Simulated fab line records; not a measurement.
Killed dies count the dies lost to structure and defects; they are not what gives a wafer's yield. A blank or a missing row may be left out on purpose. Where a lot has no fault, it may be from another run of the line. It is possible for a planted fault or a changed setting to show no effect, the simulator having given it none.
Which tool is to blame?    flow rit-cmos    14 lots with 42 wafers sampled at 4 steps, on a route of 202 steps

WHAT THE GAUGES READ, wafer by wafer
RIT_PWELL_OVL_MEAS_06. Usual: for PWELL_OVL the level is -1.3 nm and the standard deviation is 1.4.
lot   measured     on          PWELL_OVL (nm)  flag
L209  day 2 05:38  overlay-02  -0.9 -2.6 1.0   
L210  day 2 05:08  overlay-01  -1.8 -1.8 -0.8  
L213  day 2 21:12  overlay-02  -2.0 -1.7 -2.4  
L214  day 3 00:20  overlay-01  -1.2 -0.5 0.0   
L215  day 3 07:47  overlay-01  -2.5 -1.8 -0.5  
L216  day 3 12:55  overlay-02  -0.9 -0.6 -0.6  
L221  day 4 11:59  overlay-02  -3.4 -3.0 -3.4  
L222  day 4 22:13  overlay-02  -1.7 -1.8 -1.2  
L224  day 5 02:43  overlay-01  3.5 -0.1 0.6    
L225  day 5 11:11  overlay-02  -0.9 -0.6 -2.3  
L227  day 5 20:27  overlay-01  -2.4 -2.6 -2.9  
L226  day 5 20:11  overlay-01  -1.5 -1.7 -0.1  
L229  day 6 07:33  overlay-01  -1.0 -1.5 -1.0  
L232  day 6 17:17  overlay-01  -1.0 0.0 0.5    

RIT_PRETRO_TW_MEAS_10. Usual: for PRETRO_TW the level is 469 and the standard deviation is 4.
lot   measured     on             PRETRO_TW    flag
L209  day 2 15:07  film-metro-03  463 464 462  
L210  day 2 14:19  film-metro-01  475 477 471  
L213  day 3 06:36  film-metro-03  469 467 468  
L214  day 3 10:26  film-metro-03  468 466 467  
L215  day 3 19:34  film-metro-01  471 471 468  
L216  day 3 22:08  film-metro-01  470 471 469  
L221  day 5 00:10  film-metro-02  470 473 473  
L222  day 5 07:49  film-metro-02  472 471 471  
L224  day 5 15:47  film-metro-02  473 472 475  
L225  day 5 20:36  film-metro-03  466 470 468  
L227  day 6 07:37  film-metro-01  477 476 475  
L226  day 6 05:28  film-metro-03  467 467 467  
L229  day 6 17:01  film-metro-01  477 477 478  
L232  day 7 03:28  film-metro-03  465 463 465  

RIT_NSD_OVL_MEAS_06. Usual: for NSD_OVL the level is -0.5 nm and the standard deviation is 1.2.
lot   measured     on          NSD_OVL (nm)    flag
L209  day 3 09:54  overlay-02  -1.5 -0.8 -0.1  
L210  day 3 11:35  overlay-02  -1.9 -2.1 0.2   
L213  day 4 03:26  overlay-01  -0.7 0.6 -0.7   
L214  day 4 03:58  overlay-02  -0.8 -1.9 -0.3  
L215  day 4 16:16  overlay-01  -1.8 -1.1 0.0   
L216  day 4 18:51  overlay-02  -0.2 -0.8 0.9   
L221  day 5 21:59  overlay-01  0.4 1.0 0.7     
L222  day 6 01:49  overlay-01  -1.9 -1.4 -0.9  
L224  day 6 13:46  overlay-01  0.4 -0.8 -2.0   
L225  day 6 16:47  overlay-02  0.4 1.7 -0.7    
L227  day 7 01:26  overlay-02  -0.6 -2.5 -3.1  
L226  day 6 21:57  overlay-02  -1.7 1.3 -2.0   
L229  day 7 09:20  overlay-02  0.6 0.5 1.2     
L232  day 7 21:33  overlay-02  -0.6 0.9 0.3    

TOOL THAT RAN EACH LOT (tool first, then ch and the chambers of the sampled wafers, then the start)
lot   RIT_ACTIVE_COAT_06
L209  litho-track-04 ch 0, day 1 16:38
L210  litho-track-02 ch 0, day 1 19:54
L213  litho-track-03 ch 0, day 2 10:16
L214  litho-track-02 ch 0, day 2 15:38
L215  litho-track-03 ch 0, day 2 20:53
L216  litho-track-03 ch 0, day 3 01:24
L221  litho-track-04 ch 0, day 4 04:01
L222  litho-track-04 ch 0, day 4 06:46
L224  litho-track-02 ch 0, day 4 17:19
L225  litho-track-04 ch 0, day 4 21:44
L227  litho-track-02 ch 0, day 5 07:53
L226  litho-track-04 ch 0, day 5 07:55
L229  litho-track-04 ch 0, day 5 21:28
L232  litho-track-03 ch 0, day 6 08:49
- RIT_ACTIVE_COAT_06: resist thk 995 nm.

WHAT THE TOOLS THEMSELVES READ (means of the sampled wafers that have a number; where no wafer has one, the mark that the record gives instead)
RIT_ACTIVE_COAT_06. Usual: exhaust-pa 45.0 Pa, standard deviation 0.97; resist-line-temp-C 23.00 C, standard deviation 0.1; spin-speed-rpm 3249.9 rpm, standard deviation 2.1.
lot   tool            exhaust-pa (Pa)  resist-line-temp-C (C)  spin-speed-rpm (rpm)  flag
L209  litho-track-04  46.1             22.97                   3249.7                
L210  litho-track-02  44.6             23.02                   3250.1                
L213  litho-track-03  45.5             23.02                   3247.9                
L214  litho-track-02  46.2             23.11                   3248.9                
L215  litho-track-03  45.4             22.96                   3131.0                OFF
L216  litho-track-03  44.1             23.04                   3132.3                OFF
L221  litho-track-04  44.3             22.97                   3251.3                
L222  litho-track-04  44.8             23.00                   3249.2                
L224  litho-track-02  44.9             23.03                   3248.4                
L225  litho-track-04  44.6             22.94                   3247.6                
L227  litho-track-02  44.3             23.02                   3248.7                
L226  litho-track-04  44.8             23.11                   3249.7                
L229  litho-track-04  45.0             23.09                   3249.7                
L232  litho-track-03  43.5             23.09                   3250.8                

THE ANSWER, worked out from the rows above alone
Rule: a lot counts as off when the mean over its wafers that have a number is more than 3 standard deviations away from the usual mean. A lot without any number at a reading at which 4 lots or more have one is off too. All remaining lots with rows at the step are treated as sound. Order of review: gauges by route order, followed by the tools' own readings, for which a lot's mean as printed above is used. The first step at which some lot is off is used, and at that step the reading that is off furthest; a lot without a number counts as furthest.
Off, at RIT_ACTIVE_COAT_06 on spin-speed-rpm: L215, L216.
A tool fits if, at that step or a process step before it, it ran every lot that is off, and no sound lot after the first of them. No candidate that was tried fits.

WHAT HAD BEEN PUT IN BY THE SIMULATOR
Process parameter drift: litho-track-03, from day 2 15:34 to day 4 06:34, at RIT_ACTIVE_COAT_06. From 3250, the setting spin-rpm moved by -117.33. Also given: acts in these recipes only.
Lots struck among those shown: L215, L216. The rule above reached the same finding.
